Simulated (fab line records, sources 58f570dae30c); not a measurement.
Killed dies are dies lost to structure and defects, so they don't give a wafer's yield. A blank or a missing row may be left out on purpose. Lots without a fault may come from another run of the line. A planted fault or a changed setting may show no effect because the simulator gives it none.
Which tool did it? | flow berkeley_cmos170 | 14 lots, 42 wafers sampled, at 7 steps of a route of 331

WHAT THE GAUGES READ, wafer by wafer
UCB170_NVT_OVL_MEAS_06.
lot  | measured    | on         | NVT_OVL (nm)
L258 | day 5 22:06 | overlay-02 | -7 -1 -1
L261 | day 6 03:50 | overlay-01 | -1 -2 -6
L259 | day 6 04:07 | overlay-02 | -6 -6 -6
L260 | day 6 04:07 | overlay-01 | 4 1 -7
L263 | day 7 01:59 | overlay-01 | 0 -11 -6
L262 | day 7 06:13 | overlay-01 | -10 -10 -12
L265 | day 7 06:20 | overlay-01 | -1 4 -1
L268 | day 7 21:43 | overlay-02 | -5 -4 -1
L271 | day 8 14:38 | overlay-01 | 2 0 4
L273 | day 9 02:16 | overlay-01 | -13 -7 -10
L274 | day 9 02:32 | overlay-01 | -7 -7 -17
L275 | day 9 11:56 | overlay-01 | -10 -9 -8
L277 | day 9 12:02 | overlay-02 | 5 0 0
L278 | day 9 22:33 | overlay-01 | -8 -11 -12

UCB170_PLDD_OVL_MEAS_07.
lot  | measured     | on         | PLDD_OVL (nm)
L258 | day 6 18:21  | overlay-02 | -3 4 -4
L261 | day 6 18:41  | overlay-01 | -4 -7 5
L259 | day 6 19:25  | overlay-02 | 4 3 -9
L260 | day 6 19:32  | overlay-02 | 3 6 1
L263 | day 7 18:29  | overlay-01 | 9 -2 3
L262 | day 7 21:34  | overlay-01 | -7 -5 -8
L265 | day 7 21:05  | overlay-01 | -1 5 4
L268 | day 8 16:01  | overlay-02 | 1 -6 -2
L271 | day 9 06:46  | overlay-02 | 11 6 9
L273 | day 9 20:49  | overlay-01 | -1 -1 1
L274 | day 9 20:51  | overlay-02 | 5 5 7
L275 | day 10 03:42 | overlay-01 | 1 -2 -1
L277 | day 10 03:53 | overlay-01 | 3 5 1
L278 | day 10 18:55 | overlay-01 | -3 -6 -6

UCB170_PSD_TW_MEAS_10.
lot  | measured     | on            | PSD_TW
L258 | day 7 03:58  | film_metro-01 | 2340 2335 2341
L261 | day 7 03:58  | film_metro-02 | 2325 2333 2331
L259 | day 7 04:14  | film_metro-01 | 2330 2327 2337
L260 | day 7 04:30  | film_metro-02 | 2333 2327 2336
L263 | day 8 03:52  | film_metro-01 | 2338 2340 2347
L262 | day 8 04:32  | film_metro-02 | 2328 2329 2315
L265 | day 8 04:13  | film_metro-01 | 2333 2331 2326
L268 | day 9 00:21  | film_metro-04 | 2337 2342 2330
L271 | day 9 15:53  | film_metro-01 | 2324 2343 2334
L273 | day 10 05:53 | film_metro-02 | 2136 2149 2135
L274 | day 10 05:25 | film_metro-04 | 2154 2146 2140
L275 | day 10 11:50 | film_metro-02 | 2329 2344 2322
L277 | day 10 12:07 | film_metro-01 | 2337 2342 2325
L278 | day 11 05:09 | film_metro-04 | 2344 2346 2350

UCB170_SDANNEAL_RS_MEAS_02: measures by four-point-probe.
lot  | measured     | on            | PSD_RS (ohm/sq)
L258 | day 7 07:11  | film_metro-04 | 75.37 75.25 75.23
L261 | day 7 07:20  | film_metro-01 | 75.88 75.64 75.95
L259 | day 7 07:40  | film_metro-02 | 75.39 75.25 75.49
L260 | day 7 07:50  | film_metro-04 | 75.27 74.95 75.13
L263 | day 8 07:02  | film_metro-01 | 75.43 75.12 75.55
L262 | day 8 08:15  | film_metro-02 | 75.41 75.00 75.32
L265 | day 8 07:35  | film_metro-02 | 75.38 75.03 75.44
L268 | day 9 03:48  | film_metro-04 | 75.26 74.89 75.37
L271 | day 9 21:35  | film_metro-04 | 76.09 75.86 75.47
L273 | day 10 10:24 | film_metro-01 | 79.66 79.65 79.55
L274 | day 10 09:56 | film_metro-02 | 80.37 79.83 80.13
L275 | day 10 16:05 | film_metro-01 | 75.42 75.64 75.75
L277 | day 10 16:25 | film_metro-04 | 75.22 75.43 75.36
L278 | day 11 10:06 | film_metro-01 | 75.58 75.53 75.47

WHICH TOOL RAN EACH LOT (tool, then ch and the chambers of the sampled wafers, then the start)
lot  | UCB170_PLDD_STRIP_10                 | UCB170_PSD_IMPLANT_08           | UCB170_PSD_STRIP_09
L258 | plasma_asher-01 ch 0,1, day 6 18:41  | implanter-02 ch 0, day 7 03:43  | plasma_asher-02 ch 0, day 7 03:52
L261 | plasma_asher-03 ch 0,1, day 6 19:01  | implanter-03 ch 0, day 7 03:43  | plasma_asher-01 ch 0,1, day 7 03:52
L259 | plasma_asher-01 ch 0,1, day 6 19:45  | implanter-03 ch 0, day 7 04:01  | plasma_asher-01 ch 0,1, day 7 04:08
L260 | plasma_asher-01 ch 1, day 6 19:52    | implanter-02 ch 0, day 7 04:12  | plasma_asher-01 ch 0,1, day 7 04:23
L263 | plasma_asher-01 ch 0,1, day 7 18:50  | implanter-03 ch 0, day 8 03:40  | plasma_asher-01 ch 0,1, day 8 03:47
L262 | plasma_asher-03 ch 0,1, day 7 21:54  | implanter-03 ch 0, day 8 04:18  | plasma_asher-04 ch 0,1, day 8 04:26
L265 | plasma_asher-01 ch 0,1, day 7 21:25  | implanter-02 ch 0, day 8 03:59  | plasma_asher-02 ch 0,1, day 8 04:06
L268 | plasma_asher-01 ch 1, day 8 16:21    | implanter-01 ch 0, day 9 00:06  | plasma_asher-04 ch 1, day 9 00:15
L271 | plasma_asher-04 ch 0,1, day 9 07:07  | implanter-02 ch 0, day 9 15:40  | plasma_asher-01 ch 0,1, day 9 15:48
L273 | plasma_asher-03 ch 0,1, day 9 21:09  | implanter-02 ch 0, day 10 05:38 | plasma_asher-04 ch 0,1, day 10 05:47
L274 | plasma_asher-04 ch 0,1, day 9 21:12  | implanter-02 ch 0, day 10 05:12 | plasma_asher-02 ch 0,1, day 10 05:20
L275 | plasma_asher-04 ch 0,1, day 10 04:02 | implanter-01 ch 0, day 10 11:35 | plasma_asher-01 ch 0,1, day 10 11:44
L277 | plasma_asher-03 ch 0,1, day 10 04:14 | implanter-03 ch 0, day 10 11:54 | plasma_asher-02 ch 0,1, day 10 12:01
L278 | plasma_asher-01 ch 0,1, day 10 19:14 | implanter-01 ch 0, day 11 04:55 | plasma_asher-04 ch 0,1, day 11 05:02
- UCB170_PLDD_STRIP_10: strips in O2.
- UCB170_PSD_IMPLANT_08
- UCB170_PSD_STRIP_09: strips in O2.

WHAT THE TOOLS THEMSELVES READ (means of the sampled wafers that have a number; where no wafer has one, the mark that the record gives instead)
UCB170_PLDD_STRIP_10.
lot  | tool            | drypump_motor_current_A (A) | oes_product_au (a.u.) | strip_time_to_endpoint_s (s)
L258 | plasma_asher-01 | 5.4                         | 0.745                 | 21.68
L261 | plasma_asher-03 | 5.6                         | 0.747                 | 21.59
L259 | plasma_asher-01 | 5.5                         | 0.748                 | 21.59
L260 | plasma_asher-01 | 5.6                         | 0.749                 | 21.66
L263 | plasma_asher-01 | 5.3                         | 0.748                 | 21.51
L262 | plasma_asher-03 | 5.6                         | 0.743                 | 21.71
L265 | plasma_asher-01 | 5.5                         | 0.743                 | 21.60
L268 | plasma_asher-01 | 5.6                         | 0.747                 | 21.53
L271 | plasma_asher-04 | 6.3                         | 0.754                 | 21.65
L273 | plasma_asher-03 | 5.5                         | 0.750                 | 21.54
L274 | plasma_asher-04 | 6.3                         | 0.744                 | 21.60
L275 | plasma_asher-04 | 6.2                         | 0.746                 | 21.66
L277 | plasma_asher-03 | 5.5                         | 0.752                 | 21.60
L278 | plasma_asher-01 | 5.5                         | 0.750                 | 21.56

UCB170_PSD_IMPLANT_08.
lot  | tool         | beam_energy_keV
L258 | implanter-02 | 19.997
L261 | implanter-03 | 20.001
L259 | implanter-03 | 20.003
L260 | implanter-02 | 20.001
L263 | implanter-03 | 20.002
L262 | implanter-03 | 19.998
L265 | implanter-02 | 19.998
L268 | implanter-01 | 19.999
L271 | implanter-02 | 20.001
L273 | implanter-02 | 13.996
L274 | implanter-02 | 13.998
L275 | implanter-01 | 19.995
L277 | implanter-03 | 20.001
L278 | implanter-01 | 20.007

UCB170_PSD_STRIP_09.
lot  | tool            | drypump_motor_current_A (A) | oes_product_au (a.u.) | strip_time_to_endpoint_s (s)
L258 | plasma_asher-02 | 5.7                         | 0.603                 | 29.47
L261 | plasma_asher-01 | 5.3                         | 0.598                 | 29.35
L259 | plasma_asher-01 | 5.4                         | 0.600                 | 29.36
L260 | plasma_asher-01 | 5.5                         | 0.600                 | 29.52
L263 | plasma_asher-01 | 5.3                         | 0.601                 | 29.47
L262 | plasma_asher-04 | 6.3                         | 0.595                 | 29.48
L265 | plasma_asher-02 | 5.3                         | 0.597                 | 29.38
L268 | plasma_asher-04 | 6.1                         | 0.604                 | 29.35
L271 | plasma_asher-01 | 5.4                         | 0.602                 | 29.31
L273 | plasma_asher-04 | 6.2                         | 0.635                 | 26.79
L274 | plasma_asher-02 | 5.2                         | 0.632                 | 26.93
L275 | plasma_asher-01 | 5.3                         | 0.598                 | 29.36
L277 | plasma_asher-02 | 5.2                         | 0.599                 | 29.43
L278 | plasma_asher-04 | 6.3                         | 0.603                 | 29.39

THE ANSWER, worked out from the rows above alone
Rule: what is usual is taken from the lots themselves. Put in order of their means at a reading, lots are off if they are a third of the lots or fewer, leave a main group of 4 or more, and stand apart from it by a gap of 3 or more times the standard deviation of the main group's means; of several such gaps the widest counts. A main group whose means are all the same, to the digits that the tables above print for the reading, isn't used. A lot without any number at a reading at which 4 lots or more have one is off too. The other lots that the step has rows for count as sound. The gauges are gone through in route order, then the tools' own readings, and for those a lot's mean is taken as printed above. The first step at which some lot is off is used, and at that step the reading that is off furthest; a lot without a number counts as furthest.
Off: L273, L274, at UCB170_PSD_TW_MEAS_10 (PSD_TW). The main group: mean 2334, standard deviation 5.8.
A tool fits if, at a process step before that reading, it ran every lot that is off, and no sound lot after the first of them. The gauges at UCB170_PSD_TW_MEAS_10 aren't tried: what is off there is off at UCB170_PSD_IMPLANT_08 too, on other tools, and a gauge's error can't cause that. One fits: implanter-02 at UCB170_PSD_IMPLANT_08. Its last sound lot is L271 (day 9 15:40), its first lot that is off L274 (day 10 05:12): a fault that began between those two fits.
The tool's own readings at UCB170_PSD_IMPLANT_08 bear it out: on the lots that are off they differ by more than 5 times the standard deviation of the sound lots' means. beam_energy_keV reads 13.997 there against 20.000 on the sound lots.

WHAT THE SIMULATOR HAD PUT IN
Process parameter drift: implanter-02, from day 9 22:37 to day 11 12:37, at UCB170_PSD_IMPLANT_08. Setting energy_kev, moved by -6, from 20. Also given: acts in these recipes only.
Lots struck among those shown: L273, L274. The rule above found the same.
